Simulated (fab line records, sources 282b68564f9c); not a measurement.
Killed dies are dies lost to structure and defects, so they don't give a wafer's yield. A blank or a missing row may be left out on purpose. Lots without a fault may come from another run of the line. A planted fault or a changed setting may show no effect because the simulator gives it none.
fab line records | flow rit_cmos
record lots=14 wafers=42 last_day=8
route steps=202 shown REOX@101
lots that met no fault: from a run of the same line without faults
start_h: hours from the record's first day to the start of the lot's first wafer shown | wait_h: hours since the lot's step before | " the same as in the row above | L1.1+2: a row that stands for several wafers | - no value, or no start given | * or withheld: withheld | < > ~ a bound
route shown NAME@n: a module of which the file shows steps, and the number in the route of the first | usual: mean/standard deviation of fault-free wafers | same: alike in all rows | chamber/n: place in a boat | sites: the reading at each site | _std_site: their standard deviation | _edge_site: outer sites' mean less inner sites' | radius_mm: how far each site lies from the wafer's centre | mask NAME#n: copy n | behind: the tool/chamber that last shaped the wafer | hold: why the lot was held/for how many hours/how that ended | device: the transistor (n, p or np) that didn't switch | end of line: the same wafers' tests at the end of the route | a step without rows: its recipe alone | killed: dies lost to structure and defects at the first sort, not the wafer's yield | map: a wafer's dies, x killed, . not, _ none there
set.NAME: the setting as run; set.NAME@STEP: as run at that earlier step | model.NAME: the simulator's own value behind a step, which no gauge read
steps of the route over a sample of lots; a table a step, a row a wafer
services: from which hour (start_h, from the record's first day; less than 0 if before it) a tool's chamber was out of use, for how many hours, and why
## steps
# step RIT_REOX_OXIDATION_03
# recipe temp_c=900 ambient=O2 target_thk_a=252 ox_time_s=5580
# usual ox_temp_c=900.0/0.41 ox_temp_c_max=904.8/0.92
# columns lot.wafer tool chamber start_h wait_h ox_temp_c ox_temp_c_max
L340.1 furnace-01 0 44.66 3.4 899.6 904.7
L340.2 " 0 " " 899.7 904.6
L340.4 " 0 " " 899.7 904.9
L342.4 furnace-03 0 52.91 0.0 900.3 904.4
L342.5 " 0 " " 899.4 904.8
L342.6 " 0 " " 899.7 903.8
L343.1 furnace-03 0 55.46 1.1 899.6 903.5
L343.4 " 0 " " 900.1 903.3
L343.6 " 0 " " 899.9 904.1
L345.4 furnace-04 0 67.77 0.9 900.6 906.5
L345.5 " 0 " " 900.4 907.9
L345.6 " 0 " " 900.3 905.7
L346.1 furnace-01 0 74.69 1.1 899.2 903.4
L346.3 " 0 " " 900.5 904.8
L346.5 " 0 " " 900.5 904.7
L347.1 furnace-04 0 78.96 0.3 900.4 905.3
L347.3 " 0 " " 899.6 904.3
L347.4 " 0 " " 900.4 905.7
L349.3 furnace-01 0 89.30 0.0 900.3 904.3
L349.4 " 0 " " 900.2 905.1
L349.6 " 0 " " 900.1 904.9
L350.2 furnace-04 0 92.14 1.3 900.4 905.4
L350.4 " 0 " " 899.6 906.3
L350.5 " 0 " " 899.9 905.0
L351.1 furnace-04 - 96.28 0.5 - -
L351.3 " - " " - -
L351.5 " - " " - -
L352.3 furnace-03 - 103.82 0.0 - -
L352.5 " - " " - -
L352.6 " - " " - -
L356.1 furnace-04 0 120.51 0.3 899.2 905.0
L356.2 " 0 " " 899.6 905.4
L356.3 " 0 " " 899.8 904.9
L361.1 furnace-03 0 148.14 2.6 899.6 902.9
L361.5 " 0 " " 899.5 905.2
L361.6 " 0 " " 899.5 904.4
L362.1 furnace-01 0 163.50 3.7 899.8 904.1
L362.3 " 0 " " 899.7 903.0
L362.6 " 0 " " 899.6 904.3
L363.1 furnace-03 0 168.32 1.0 899.5 905.4
L363.2 " 0 " " 900.7 904.1
L363.3 " 0 " " 900.6 904.3
## services
# columns tool chamber start_h hours kind
furnace-01 - 39.33 4.0 pm
furnace-04 - 42.05 3.1 pm
furnace-01 - 56.40 2.4 pm
furnace-03 - 71.81 4.4 pm
furnace-01 - 127.48 2.0 pm
furnace-01 - 140.08 20.8 pm
furnace-03 - 150.69 3.9 pm
furnace-04 - 154.77 3.1 pm
## key
first_sign step=RIT_REOX_OXIDATION_03 reading=tool_record direction=missing
effect none on later readings
met_at RIT_REOX_OXIDATION_03
struck_lots L351,L352
later_rows_left_out L351.1,L351.3,L351.5,L352.3,L352.5,L352.6
sort_left_out L351.1,L351.3,L351.5,L352.3,L352.5,L352.6
tester_left_out L351,L352
onset_between 92.14 96.28
fault kind=skipped_step_whole tool=furnace-03,furnace-04 chamber=- onset_h=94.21 steps=RIT_REOX_OXIDATION_03 scope=struck_lots_only
# tester_left_out: of these lots the tester's yield and bins aren't shown, on N5 and GAA mostly nor the transistor test; their killed dies are dies lost to structure and defects alone, not to doping, threshold or leakage, so they don't give the yield
# sort_left_out: the simulated sort isn't trusted on such a fault, so these wafers' sort isn't shown, and their yield isn't known
# later_rows_left_out: the simulator's readings of these wafers behind a module that went badly wrong aren't trusted and aren't shown, but for the sort
